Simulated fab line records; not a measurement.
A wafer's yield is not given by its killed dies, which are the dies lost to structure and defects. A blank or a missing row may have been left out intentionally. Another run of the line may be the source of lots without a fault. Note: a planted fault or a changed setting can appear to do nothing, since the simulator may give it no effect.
fab line records + flow ritCmos
record:
- lots: 14
- wafers: 42
- lastDay: 7
route steps=202 shown PWELL@48 NSD@139 PSD@152 CONTACT@168 M1@202
lots with no fault: from the same line, run without faults
startH: hours from the record's first day to the start of the lot's first wafer shown + waitH: hours from the lot's prior step to this one + " the same as in the row above + L1.1+2: several wafers, shown together as one row + - no value, or no start was given + * or withheld: withheld + < > ~ a bound
route shown NAME@n: names a module that has steps shown in the file, with the first one's number in the route + usual: mean and standard deviation over wafers with no fault + same: alike in all rows + chamber/n: place in a boat + sites: the reading at each site + _std_site: their standard deviation + _edge_site: the outer-site mean with the inner-site mean subtracted + radiusMm: how far each site lies from the wafer's centre + mask NAME#n: copy n + behind: the most recent tool/chamber to have shaped the wafer + hold: why the lot went on hold/how many hours it stayed there/how the hold came to an end + device: the transistor (n, p or np) that didn't switch + end of line: tests run on the same wafers once the route is complete + step lacking rows: just its recipe + killed: dies that structure and defects cost at the first sort, which is not the same as the wafer's yield + map: per-die view of a wafer (x killed, . not killed, _ where there is no die)
set.NAME: setting as actually run; set.NAME@STEP: the setting as run at that earlier step + model.NAME: the simulator's own value behind a step, which no gauge read
route steps across a sampled set of lots; one table per step, one row per wafer
services: a tool's chamber out of use, with start hour (startH, from the record's first day; less than 0 if before it), hours out, and reason
== steps ==
step: RIT_PWELL_STRIP_09
recipe:
- chemistry: O2
- timeS: 180
- resist: NOVOLAK
- platenTempC: withheld
- powerW: 500
- pressureMtorr: 4000
- o2FlowSccm: 4000
usual:
- drypumpMotorCurrentA: 5.45/0.14
same:
- timeS: 180
| lot.wafer | tool           | chamber | startH | waitH | drypumpMotorCurrentA | rfHoursCounterH |
|-----------|----------------|---------|--------|-------|----------------------|-----------------|
| L909.1    | plasmaAsher-03 | 0       | 24.55  | 0.1   | 5.54                 | 38              |
| L909.4    | "              | 1       | "      | "     | 5.31                 | -               |
| L909.5    | "              | 0       | "      | "     | 5.56                 | -               |
| L912.2    | plasmaAsher-01 | 1       | 39.14  | 0.1   | 5.42                 | 39              |
| L912.3    | "              | 1       | "      | "     | 5.44                 | -               |
| L912.5    | "              | 0       | "      | "     | 5.42                 | -               |
| L913.1    | plasmaAsher-01 | 1       | 43.78  | 0.1   | 5.48                 | 40              |
| L913.5    | "              | 1       | "      | "     | 5.49                 | -               |
| L913.6    | "              | 0       | "      | "     | 5.41                 | -               |
| L915.1    | plasmaAsher-03 | 0       | 53.89  | 0.1   | 5.51                 | 41              |
| L915.3    | "              | 0       | "      | "     | 5.54                 | -               |
| L915.6    | "              | 1       | "      | "     | 5.30                 | -               |
| L916.1    | plasmaAsher-01 | 1       | 59.21  | 0.1   | 5.44                 | 41              |
| L916.5    | "              | 0       | "      | "     | 5.42                 | -               |
| L916.6    | "              | 1       | "      | "     | 5.41                 | -               |
| L917.2    | plasmaAsher-03 | 1       | 63.96  | 0.1   | 5.30                 | 43              |
| L917.4    | "              | 1       | "      | "     | 5.36                 | -               |
| L917.5    | "              | 1       | "      | "     | 5.33                 | -               |
| L918.1    | plasmaAsher-01 | 1       | 70.09  | 0.1   | 5.44                 | 43              |
| L918.3    | "              | 0       | "      | "     | 5.41                 | -               |
| L918.4    | "              | 1       | "      | "     | 5.45                 | -               |
| L920.2    | plasmaAsher-01 | 1       | 82.75  | 0.1   | 5.44                 | 44              |
| L920.5    | "              | 0       | "      | "     | 5.39                 | -               |
| L920.6    | "              | 1       | "      | "     | 5.47                 | -               |
| L921.3    | plasmaAsher-04 | 1       | 83.60  | 0.1   | 5.80                 | -               |
| L921.5    | "              | 1       | "      | "     | 5.75                 | -               |
| L921.6    | "              | 0       | "      | "     | 5.25                 | -               |
| L926.3    | plasmaAsher-04 | 1       | 110.35 | 0.1   | 5.71                 | -               |
| L926.5    | "              | 0       | "      | "     | 5.25                 | -               |
| L926.6    | "              | 1       | "      | "     | 5.68                 | -               |
| L927.2    | plasmaAsher-03 | 0       | 116.83 | 0.1   | 5.51                 | 48              |
| L927.3    | "              | 1       | "      | "     | 5.32                 | -               |
| L927.5    | "              | 1       | "      | "     | 5.36                 | -               |
| L928.3    | plasmaAsher-01 | 1       | 119.05 | 0.1   | 5.47                 | -               |
| L928.4    | "              | 0       | "      | "     | 5.39                 | -               |
| L928.6    | "              | 1       | "      | "     | 5.48                 | -               |
| L929.1    | plasmaAsher-01 | 1       | 123.10 | 0.1   | 5.46                 | 1               |
| L929.4    | "              | 1       | "      | "     | 5.46                 | -               |
| L929.6    | "              | 0       | "      | "     | 5.42                 | -               |
| L932.4    | plasmaAsher-04 | 1       | 138.30 | 0.1   | 5.70                 | -               |
| L932.5    | "              | 0       | "      | "     | 5.29                 | -               |
| L932.6    | "              | 1       | "      | "     | 5.70                 | -               |
step: RIT_NSD_IMPLANT_08
recipe:
- species: P
- energyKev: 25
- doseCm2: 1e+15
- tiltDeg: 7
usual:
- doseIonsCm2: 1.0001e+15/1.1e+12
- endStationPressureTorr: 7.5e-06/4e-07
- faradayCurrentUA: 3128/67
| lot.wafer | tool         | chamber | startH | waitH | doseIonsCm2 | endStationPressureTorr | faradayCurrentUA |
|-----------|--------------|---------|--------|-------|-------------|------------------------|------------------|
| L909.1    | implanter-01 | 0       | 52.13  | 0.1   | 9.999e+14   | 8.1e-06                | 2955             |
| L909.4    | "            | 0       | "      | "     | 1.0001e+15  | 7.7e-06                | 3230             |
| L909.5    | "            | 0       | "      | "     | 1.001e+15   | 7.3e-06                | 3138             |
| L912.2    | implanter-03 | 0       | 63.91  | 0.1   | 9.993e+14   | 8.3e-06                | 3016             |
| L912.3    | "            | 0       | "      | "     | 9.991e+14   | 7.6e-06                | 3174             |
| L912.5    | "            | 0       | "      | "     | 1.0003e+15  | 7.6e-06                | 3106             |
| L913.1    | implanter-01 | 0       | 69.74  | 0.1   | 9.987e+14   | 7.5e-06                | 3088             |
| L913.5    | "            | 0       | "      | "     | 9.999e+14   | 7.8e-06                | 3129             |
| L913.6    | "            | 0       | "      | "     | 1e+15       | 7.3e-06                | 3067             |
| L915.1    | implanter-02 | 0       | 80.12  | 0.1   | 9.994e+14   | 7.4e-06                | 3059             |
| L915.3    | "            | 0       | "      | "     | 1.0012e+15  | 6.9e-06                | 3191             |
| L915.6    | "            | 0       | "      | "     | 9.99e+14    | 7.4e-06                | 3187             |
| L916.1    | implanter-02 | 0       | 87.66  | 0.1   | 9.974e+14   | 6.9e-06                | 3153             |
| L916.5    | "            | 0       | "      | "     | 9.985e+14   | 7.9e-06                | 3266             |
| L916.6    | "            | 0       | "      | "     | 9.978e+14   | 6.9e-06                | 3144             |
| L917.2    | implanter-01 | 0       | 91.28  | 0.1   | 1.0006e+15  | 7.3e-06                | 3166             |
| L917.4    | "            | 0       | "      | "     | 1.0015e+15  | 8.5e-06                | 3290             |
| L917.5    | "            | 0       | "      | "     | 9.994e+14   | 7.6e-06                | 3210             |
| L918.1    | implanter-02 | 0       | 97.02  | 0.1   | 1.8599e+15  | 1.11e-05               | 5749             |
| L918.3    | "            | 0       | "      | "     | 1.8599e+15  | 9.5e-06                | 5796             |
| L918.4    | "            | 0       | "      | "     | 1.8633e+15  | 1.06e-05               | 5858             |
| L920.2    | implanter-01 | 0       | 110.22 | 0.1   | 9.995e+14   | 7.5e-06                | 3146             |
| L920.5    | "            | 0       | "      | "     | 1.0006e+15  | 7.4e-06                | 3075             |
| L920.6    | "            | 0       | "      | "     | 1.0003e+15  | 7e-06                  | 3094             |
| L921.3    | implanter-02 | 0       | 112.29 | 0.1   | 1.8593e+15  | 9.9e-06                | 5745             |
| L921.5    | "            | 0       | "      | "     | 1.8592e+15  | 9.3e-06                | 5786             |
| L921.6    | "            | 0       | "      | "     | 1.8598e+15  | 8.8e-06                | 5823             |
| L926.3    | implanter-03 | 0       | 138.44 | 0.1   | 1.0005e+15  | 8e-06                  | 3194             |
| L926.5    | "            | 0       | "      | "     | 1e+15       | 7.2e-06                | 3099             |
| L926.6    | "            | 0       | "      | "     | 1.0012e+15  | 8e-06                  | 3054             |
| L927.2    | implanter-03 | 0       | 142.61 | 0.1   | 9.991e+14   | 7.7e-06                | 3065             |
| L927.3    | "            | 0       | "      | "     | 1.0009e+15  | 7.3e-06                | 3094             |
| L927.5    | "            | 0       | "      | "     | 1.0002e+15  | 7.4e-06                | 3131             |
| L928.3    | implanter-01 | 0       | 144.45 | 0.1   | 1.0005e+15  | 8.2e-06                | 3087             |
| L928.4    | "            | 0       | "      | "     | 1.0002e+15  | 7.1e-06                | 3179             |
| L928.6    | "            | 0       | "      | "     | 9.988e+14   | 7.9e-06                | 3049             |
| L929.1    | implanter-01 | 0       | 152.50 | 0.1   | 1.0011e+15  | 7.6e-06                | 3070             |
| L929.4    | "            | 0       | "      | "     | 9.997e+14   | 8e-06                  | 3175             |
| L929.6    | "            | 0       | "      | "     | 1.0007e+15  | 8.2e-06                | 3053             |
| L932.4    | implanter-01 | 0       | 165.52 | 0.1   | 1.0003e+15  | 7.3e-06                | 3052             |
| L932.5    | "            | 0       | "      | "     | 1.0023e+15  | 7.4e-06                | 3162             |
| L932.6    | "            | 0       | "      | "     | 9.994e+14   | 7.7e-06                | 3207             |
step: RIT_NSD_TW_MEAS_10
usual:
- NSD_TW: 3143/36
| lot.wafer | tool         | chamber | startH | waitH | NSD_TW |
|-----------|--------------|---------|--------|-------|--------|
| L909.1    | filmMetro-04 | -       | 52.46  | 0.1   | 3048   |
| L909.4    | "            | -       | "      | "     | 3060   |
| L909.5    | "            | -       | "      | "     | 3064   |
| L912.2    | filmMetro-03 | -       | 64.22  | 0.1   | 3158   |
| L912.3    | "            | -       | "      | "     | 3162   |
| L912.5    | "            | -       | "      | "     | 3172   |
| L913.1    | filmMetro-03 | -       | 70.06  | 0.1   | 3130   |
| L913.5    | "            | -       | "      | "     | 3162   |
| L913.6    | "            | -       | "      | "     | 3154   |
| L915.1    | filmMetro-03 | -       | 80.45  | 0.1   | 3151   |
| L915.3    | "            | -       | "      | "     | 3155   |
| L915.6    | "            | -       | "      | "     | 3156   |
| L916.1    | filmMetro-03 | -       | 87.99  | 0.1   | 3172   |
| L916.5    | "            | -       | "      | "     | 3151   |
| L916.6    | "            | -       | "      | "     | 3154   |
| L917.2    | filmMetro-01 | -       | 91.59  | 0.1   | 3156   |
| L917.4    | "            | -       | "      | "     | 3167   |
| L917.5    | "            | -       | "      | "     | 3166   |
| L918.1    | filmMetro-01 | -       | 97.35  | 0.1   | 3542   |
| L918.3    | "            | -       | "      | "     | 3538   |
| L918.4    | "            | -       | "      | "     | 3545   |
| L920.2    | filmMetro-03 | -       | 110.53 | 0.1   | 3159   |
| L920.5    | "            | -       | "      | "     | 3144   |
| L920.6    | "            | -       | "      | "     | 3147   |
| L921.3    | filmMetro-01 | -       | 112.58 | 0.1   | 3526   |
| L921.5    | "            | -       | "      | "     | 3534   |
| L921.6    | "            | -       | "      | "     | 3556   |
| L926.3    | filmMetro-01 | -       | 138.74 | 0.1   | 3161   |
| L926.5    | "            | -       | "      | "     | 3151   |
| L926.6    | "            | -       | "      | "     | 3160   |
| L927.2    | filmMetro-03 | -       | 142.92 | 0.1   | 3155   |
| L927.3    | "            | -       | "      | "     | 3153   |
| L927.5    | "            | -       | "      | "     | 3167   |
| L928.3    | filmMetro-03 | -       | 144.74 | 0.1   | 3152   |
| L928.4    | "            | -       | "      | "     | 3150   |
| L928.6    | "            | -       | "      | "     | 3166   |
| L929.1    | filmMetro-01 | -       | 152.82 | 0.1   | 3168   |
| L929.4    | "            | -       | "      | "     | 3183   |
| L929.6    | "            | -       | "      | "     | 3189   |
| L932.4    | filmMetro-03 | -       | 165.80 | 0.1   | 3142   |
| L932.5    | "            | -       | "      | "     | 3163   |
| L932.6    | "            | -       | "      | "     | 3144   |
step: RIT_PSD_TW_MEAS_10
usual:
- PSD_TW: 3433/56
| lot.wafer | tool         | chamber | startH | waitH | PSD_TW |
|-----------|--------------|---------|--------|-------|--------|
| L909.1    | filmMetro-01 | -       | 53.88  | 0.1   | 3475   |
| L909.4    | "            | -       | "      | "     | 3472   |
| L909.5    | "            | -       | "      | "     | 3476   |
| L912.2    | filmMetro-03 | -       | 65.64  | 0.1   | 3458   |
| L912.3    | "            | -       | "      | "     | 3438   |
| L912.5    | "            | -       | "      | "     | 3430   |
| L913.1    | filmMetro-01 | -       | 71.61  | 0.1   | 3471   |
| L913.5    | "            | -       | "      | "     | 3473   |
| L913.6    | "            | -       | "      | "     | 3467   |
| L915.1    | filmMetro-04 | -       | 82.19  | 0.1   | 3356   |
| L915.3    | "            | -       | "      | "     | 3376   |
| L915.6    | "            | -       | "      | "     | 3362   |
| L916.1    | filmMetro-04 | -       | 89.41  | 0.1   | 3347   |
| L916.5    | "            | -       | "      | "     | 3350   |
| L916.6    | "            | -       | "      | "     | 3348   |
| L917.2    | filmMetro-03 | -       | 93.01  | 0.1   | 3466   |
| L917.4    | "            | -       | "      | "     | 3457   |
| L917.5    | "            | -       | "      | "     | 3463   |
| L918.1    | filmMetro-04 | -       | 98.96  | 0.1   | 3346   |
| L918.3    | "            | -       | "      | "     | 3332   |
| L918.4    | "            | -       | "      | "     | 3357   |
| L920.2    | filmMetro-01 | -       | 112.08 | 0.1   | 3482   |
| L920.5    | "            | -       | "      | "     | 3472   |
| L920.6    | "            | -       | "      | "     | 3494   |
| L921.3    | filmMetro-04 | -       | 114.18 | 0.1   | 3362   |
| L921.5    | "            | -       | "      | "     | 3354   |
| L921.6    | "            | -       | "      | "     | 3355   |
| L926.3    | filmMetro-01 | -       | 140.16 | 0.1   | 3457   |
| L926.5    | "            | -       | "      | "     | 3456   |
| L926.6    | "            | -       | "      | "     | 3472   |
| L927.2    | filmMetro-04 | -       | 144.34 | 0.1   | 3352   |
| L927.3    | "            | -       | "      | "     | 3336   |
| L927.5    | "            | -       | "      | "     | 3346   |
| L928.3    | filmMetro-01 | -       | 146.29 | 0.1   | 3470   |
| L928.4    | "            | -       | "      | "     | 3479   |
| L928.6    | "            | -       | "      | "     | 3481   |
| L929.1    | filmMetro-01 | -       | 154.24 | 0.1   | 3490   |
| L929.4    | "            | -       | "      | "     | 3471   |
| L929.6    | "            | -       | "      | "     | 3488   |
| L932.4    | filmMetro-04 | -       | 167.22 | 0.1   | 3345   |
| L932.5    | "            | -       | "      | "     | 3353   |
| L932.6    | "            | -       | "      | "     | 3364   |
step: RIT_SDANNEAL_RS_MEAS_05
recipe:
- thkMeasGauge: four-point-probe
usual:
- NSD_RS: 84.5/0.33
| lot.wafer | tool         | chamber | startH | waitH | NSD_RS[ohm/sq] |
|-----------|--------------|---------|--------|-------|----------------|
| L909.1    | filmMetro-04 | -       | 54.54  | 0.1   | 84.5           |
| L909.4    | "            | -       | "      | "     | 84.4           |
| L909.5    | "            | -       | "      | "     | 84.6           |
| L912.2    | filmMetro-01 | -       | 66.25  | 0.1   | 84.0           |
| L912.3    | "            | -       | "      | "     | 84.2           |
| L912.5    | "            | -       | "      | "     | 84.4           |
| L913.1    | filmMetro-01 | -       | 72.21  | 0.1   | 84.1           |
| L913.5    | "            | -       | "      | "     | 84.5           |
| L913.6    | "            | -       | "      | "     | 84.3           |
| L915.1    | filmMetro-04 | -       | 82.79  | 0.1   | 84.5           |
| L915.3    | "            | -       | "      | "     | 84.7           |
| L915.6    | "            | -       | "      | "     | 84.8           |
| L916.1    | filmMetro-03 | -       | 90.02  | 0.1   | 84.6           |
| L916.5    | "            | -       | "      | "     | 84.3           |
| L916.6    | "            | -       | "      | "     | 84.2           |
| L917.2    | filmMetro-03 | -       | 93.66  | 0.1   | 84.4           |
| L917.4    | "            | -       | "      | "     | 84.5           |
| L917.5    | "            | -       | "      | "     | 84.7           |
| L918.1    | filmMetro-03 | -       | 99.57  | 0.1   | 54.3           |
| L918.3    | "            | -       | "      | "     | 54.2           |
| L918.4    | "            | -       | "      | "     | 54.1           |
| L920.2    | filmMetro-04 | -       | 112.69 | 0.1   | 84.9           |
| L920.5    | "            | -       | "      | "     | 84.8           |
| L920.6    | "            | -       | "      | "     | 85.2           |
| L921.3    | filmMetro-04 | -       | 115.01 | 0.1   | 54.2           |
| L921.5    | "            | -       | "      | "     | 54.4           |
| L921.6    | "            | -       | "      | "     | 54.3           |
| L926.3    | filmMetro-04 | -       | 140.79 | 0.1   | 84.8           |
| L926.5    | "            | -       | "      | "     | 84.5           |
| L926.6    | "            | -       | "      | "     | 84.6           |
| L927.2    | filmMetro-04 | -       | 144.98 | 0.1   | 84.7           |
| L927.3    | "            | -       | "      | "     | 84.9           |
| L927.5    | "            | -       | "      | "     | 84.8           |
| L928.3    | filmMetro-04 | -       | 146.93 | 0.1   | 84.8           |
| L928.4    | "            | -       | "      | "     | 85.1           |
| L928.6    | "            | -       | "      | "     | 85.0           |
| L929.1    | filmMetro-04 | -       | 154.85 | 0.1   | 84.7           |
| L929.4    | "            | -       | "      | "     | 84.6           |
| L929.6    | "            | -       | "      | "     | 84.3           |
| L932.4    | filmMetro-01 | -       | 167.89 | 0.1   | 84.7           |
| L932.5    | "            | -       | "      | "     | 84.7           |
| L932.6    | "            | -       | "      | "     | 84.4           |
step: RIT_CONTACT_CVD_00
recipe:
- material: SiO2
- targetThkNm: 400
- precursor: TEOS
- tempC: 390
- timeS: 61
- rfW: 400
usual:
- heaterPowerW: 325/47
- susceptorTempC: 390.01/0.22
same:
- timeS: 61
| lot.wafer | tool     | chamber | startH | waitH | heaterPowerW | susceptorTempC |
|-----------|----------|---------|--------|-------|--------------|----------------|
| L909.1    | pecvd-02 | 2       | 55.51  | 0.1   | 274          | 389.82         |
| L909.4    | "        | 2       | "      | "     | 291          | 389.73         |
| L909.5    | "        | 0       | "      | "     | 327          | 390.07         |
| L912.2    | pecvd-02 | 2       | 67.20  | 0.0   | 296          | 389.92         |
| L912.3    | "        | 0       | "      | "     | 337          | 390.00         |
| L912.5    | "        | 1       | "      | "     | 349          | 390.21         |
| L913.1    | pecvd-01 | 1       | 73.09  | 0.1   | 439          | 390.24         |
| L913.5    | "        | 1       | "      | "     | 440          | 390.20         |
| L913.6    | "        | 2       | "      | "     | 301          | 390.10         |
| L915.1    | pecvd-02 | 0       | 83.67  | 0.1   | 282          | 389.77         |
| L915.3    | "        | 1       | "      | "     | 323          | 390.40         |
| L915.6    | "        | 1       | "      | "     | 346          | 390.44         |
| L916.1    | pecvd-01 | 1       | 90.91  | 0.1   | 436          | 390.04         |
| L916.5    | "        | 1       | "      | "     | 448          | 389.86         |
| L916.6    | "        | 0       | "      | "     | 300          | 390.08         |
| L917.2    | pecvd-03 | 1       | 94.67  | 0.0   | 342          | 390.16         |
| L917.4    | "        | 1       | "      | "     | 362          | 390.52         |
| L917.5    | "        | 2       | "      | "     | 336          | 390.26         |
| L918.1    | pecvd-02 | 0       | 100.47 | 0.1   | 339          | 389.83         |
| L918.3    | "        | 2       | "      | "     | 291          | 389.99         |
| L918.4    | "        | 2       | "      | "     | 301          | 389.90         |
| L920.2    | pecvd-03 | 2       | 113.55 | 0.0   | 287          | 390.19         |
| L920.5    | "        | 0       | "      | "     | 295          | 389.97         |
| L920.6    | "        | 2       | "      | "     | 312          | 390.01         |
| L921.3    | pecvd-02 | 0       | 115.85 | 0.0   | 292          | 389.92         |
| L921.5    | "        | 1       | "      | "     | 274          | 390.03         |
| L921.6    | "        | 2       | "      | "     | 253          | 390.10         |
| L926.3    | pecvd-03 | 1       | 141.62 | 0.0   | 326          | 389.63         |
| L926.5    | "        | 1       | "      | "     | 338          | 389.85         |
| L926.6    | "        | 2       | "      | "     | 289          | 390.20         |
| L927.2    | pecvd-02 | 1       | 145.83 | 0.0   | 345          | 390.02         |
| L927.3    | "        | 0       | "      | "     | 289          | 389.65         |
| L927.5    | "        | 0       | "      | "     | 305          | 389.72         |
| L928.3    | pecvd-01 | 0       | 147.76 | 0.0   | 310          | 390.12         |
| L928.4    | "        | 2       | "      | "     | 269          | 389.78         |
| L928.6    | "        | 1       | "      | "     | 344          | 390.11         |
| L929.1    | pecvd-03 | 0       | 155.73 | 0.1   | 337          | 390.18         |
| L929.4    | "        | 2       | "      | "     | 312          | 389.72         |
| L929.6    | "        | 0       | "      | "     | 338          | 389.77         |
| L932.4    | pecvd-03 | 2       | 168.74 | 0.0   | 281          | 390.05         |
| L932.5    | "        | 1       | "      | "     | 353          | 389.89         |
| L932.6    | "        | 0       | "      | "     | 319          | 389.82         |
step: RIT_M1_PROBE_99
usual:
- killed_at_M0_to_M3: 0.0/0.14
- killedAtContacts: 0.1/0.34
- killedAtFrontEnd: 6.6/2.7
- killedDies: 6.7/2.7
- killedOpen: 3.5/1.9
- killedShort: 3.1/1.8
same:
- grossDies: 264
- killed_at_M4_up: 0
- killedAtBackSide: 0
- killedAtOther: 0
| lot.wafer | tool      | chamber | startH | waitH | killed_at_M0_to_M3 | killedAtContacts | killedAtFrontEnd | killedDies | killedOpen | killedShort |
|-----------|-----------|---------|--------|-------|--------------------|------------------|------------------|------------|------------|-------------|
| L916.1    | prober-02 | -       | 97.29  | 0.1   | 0                  | 0                | 10               | 10         | 5          | 5           |
| L916.5    | prober-02 | -       | 97.49  | 0.2   | 0                  | 0                | 8                | 8          | 6          | 2           |
| L916.6    | prober-02 | -       | 97.54  | 0.2   | 0                  | 0                | 2                | 2          | 1          | 1           |
| L917.2    | prober-01 | -       | 101.57 | 0.1   | 0                  | 0                | 6                | 6          | 4          | 2           |
| L917.4    | prober-01 | -       | 101.67 | 0.2   | 0                  | 0                | 3                | 3          | 1          | 2           |
| L917.5    | prober-01 | -       | 101.72 | 0.2   | 0                  | 0                | 10               | 10         | 7          | 3           |
| L920.2    | prober-02 | -       | 120.01 | 0.1   | 0                  | 0                | 5                | 5          | 1          | 4           |
| L920.5    | prober-02 | -       | 120.16 | 0.2   | 0                  | 0                | 5                | 5          | 2          | 3           |
| L920.6    | prober-02 | -       | 120.21 | 0.2   | 0                  | 0                | 6                | 6          | 4          | 2           |
| L926.3    | prober-02 | -       | 147.97 | 0.2   | 0                  | 2                | 9                | 11         | 4          | 7           |
| L926.5    | prober-02 | -       | 148.07 | 0.2   | 0                  | 0                | 7                | 7          | 4          | 3           |
| L926.6    | prober-02 | -       | 148.12 | 0.2   | 0                  | 0                | 8                | 8          | 2          | 6           |
| L932.4    | prober-02 | -       | 175.22 | 0.2   | 0                  | 0                | 4                | 4          | 3          | 1           |
| L932.5    | prober-02 | -       | 175.27 | 0.2   | 0                  | 0                | 0                | 0          | 0          | 0           |
| L932.6    | prober-02 | -       | 175.32 | 0.2   | 0                  | 0                | 10               | 10         | 5          | 5           |
killed by level:class
L916.1 FOX1:geometricParticle:short=4 FOX1:geometricParticle:open=3 GATE:geometricParticle:open=2 GATE:geometricParticle:short=1
L916.5 GATE:geometricParticle:open=3 FOX1:geometricParticle:open=2 FOX1:geometricParticle:short=1 FOX2:geometricParticle:short=1 SPACER:geometricParticle:open=1
L916.6 GATE:geometricParticle:open=1 SILICIDE:geometricParticle:short=1
L917.2 GATE:geometricParticle:open=2 REOX:geometricParticle:open=2 REOX:geometricParticle:short=1 SILICIDE:geometricParticle:short=1
L917.4 FOX2:geometricParticle:short=1 GATE:geometricParticle:open=1 GATE:geometricParticle:short=1
L917.5 GATE:geometricParticle:open=4 GATE:geometricParticle:short=3 SPACER:geometricParticle:open=2 REOX:geometricParticle:open=1
L920.2 GATE:geometricParticle:short=2 FOX1:geometricParticle:short=1 REOX:geometricParticle:open=1 SILICIDE:geometricParticle:short=1
L920.5 SPACER:geometricParticle:short=2 GATE:geometricParticle:short=1 REOX:geometricParticle:open=1 SILICIDE:geometricParticle:open=1
L920.6 GATE:geometricParticle:open=3 SILICIDE:geometricParticle:short=2 SPACER:geometricParticle:open=1
L926.3 GATE:geometricParticle:open=2 GATE:geometricParticle:short=2 CONTACT:geometricParticle:short=2 FOX1:geometricParticle:open=1 FOX1:geometricParticle:short=1 FOX2:geometricParticle:open=1 REOX:geometricParticle:short=1 SPACER:geometricParticle:short=1
L926.5 GATE:geometricParticle:open=3 FOX2:geometricParticle:short=1 GATE:geometricParticle:short=1 REOX:geometricParticle:short=1 SILICIDE:geometricParticle:open=1
L926.6 GATE:geometricParticle:short=3 GATE:geometricParticle:open=2 REOX:geometricParticle:short=2 FOX2:geometricParticle:short=1
L932.4 GATE:geometricParticle:open=2 FOX2:geometricParticle:open=1 GATE:geometricParticle:short=1
L932.6 GATE:geometricParticle:short=4 GATE:geometricParticle:open=3 FOX1:geometricParticle:open=1 SPACER:geometricParticle:short=1 SILICIDE:geometricParticle:open=1
== services ==
| tool           | chamber | startH | hours | kind      |
|----------------|---------|--------|-------|-----------|
| pecvd-03       | 1       | 3.21   | 3.8   | repair    |
| plasmaAsher-01 | -       | 4.56   | 2.8   | pm        |
| plasmaAsher-04 | -       | 5.95   | 1.3   | repair    |
| pecvd-03       | 1       | 41.61  | 5.1   | repair    |
| implanter-01   | -       | 50.78  | 1.3   | repair    |
| pecvd-01       | -       | 52.11  | 1.0   | repair    |
| pecvd-02       | 1       | 58.75  | 6.6   | repair    |
| pecvd-01       | -       | 59.27  | 0.8   | repair    |
| implanter-03   | -       | 67.72  | 1.5   | repair    |
| pecvd-02       | -       | 70.96  | 2.8   | pm        |
| implanter-03   | -       | 88.98  | 2.4   | repair    |
| pecvd-02       | 2       | 89.73  | 5.5   | repair    |
| pecvd-01       | -       | 97.85  | 5.5   | pm        |
| plasmaAsher-01 | -       | 105.73 | 1.2   | repair    |
| plasmaAsher-01 | -       | 108.75 | 9.0   | pm        |
| plasmaAsher-01 | 0       | 108.75 | 9.0   | ventCycle |
| plasmaAsher-01 | 1       | 108.75 | 9.0   | ventCycle |
| pecvd-02       | -       | 116.50 | 0.9   | repair    |
| plasmaAsher-01 | 0       | 117.75 | -     | clean     |
| plasmaAsher-01 | 1       | 117.75 | -     | clean     |
| implanter-03   | -       | 147.25 | 5.5   | pm        |
== key ==
firstSign:
- step: RIT_NSD_IMPLANT_08
- reading: doseIonsCm2
- direction: up
- sigmas: 99+
- usual: 1.0001e+15
- struck: 1.8603e+15
effect:
- step: RIT_NSD_IMPLANT_08
- reading: faradayCurrentUA
- direction: up
- sigmas: 40
- usual: 3128
- struck: 5793
effect:
- step: RIT_NSD_TW_MEAS_10
- reading: NSD_TW
- direction: up
- sigmas: 11
- usual: 3143
- struck: 3540
effect:
- step: RIT_SDANNEAL_RS_MEAS_05
- reading: NSD_RS
- direction: down
- sigmas: 90
- usual: 84.5
- struck: 54.2
metAt RIT_NSD_IMPLANT_08
struckLots L918,L921
testerLeftOut L918,L921
notActingAt RIT_PWELL_STRIP_09,RIT_PSD_TW_MEAS_10,RIT_CONTACT_CVD_00
onsetBetween 87.66 97.02
fault:
- kind: processParameterDrift
- tool: implanter-02
- chamber: -
- onsetH: 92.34
- steps: RIT_NSD_IMPLANT_08
- channel: doseCm2
- offset: 8.6044e+14
- shape: step
- endH: 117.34
- actsIn: theseRecipesOnly
- stated: 1e+15
testerLeftOut: of these lots the tester's yield and bins aren't shown, on N5 and GAA mostly nor the transistor test; their killed dies are dies lost to structure and defects alone, not to doping, threshold or leakage, so they don't give the yield
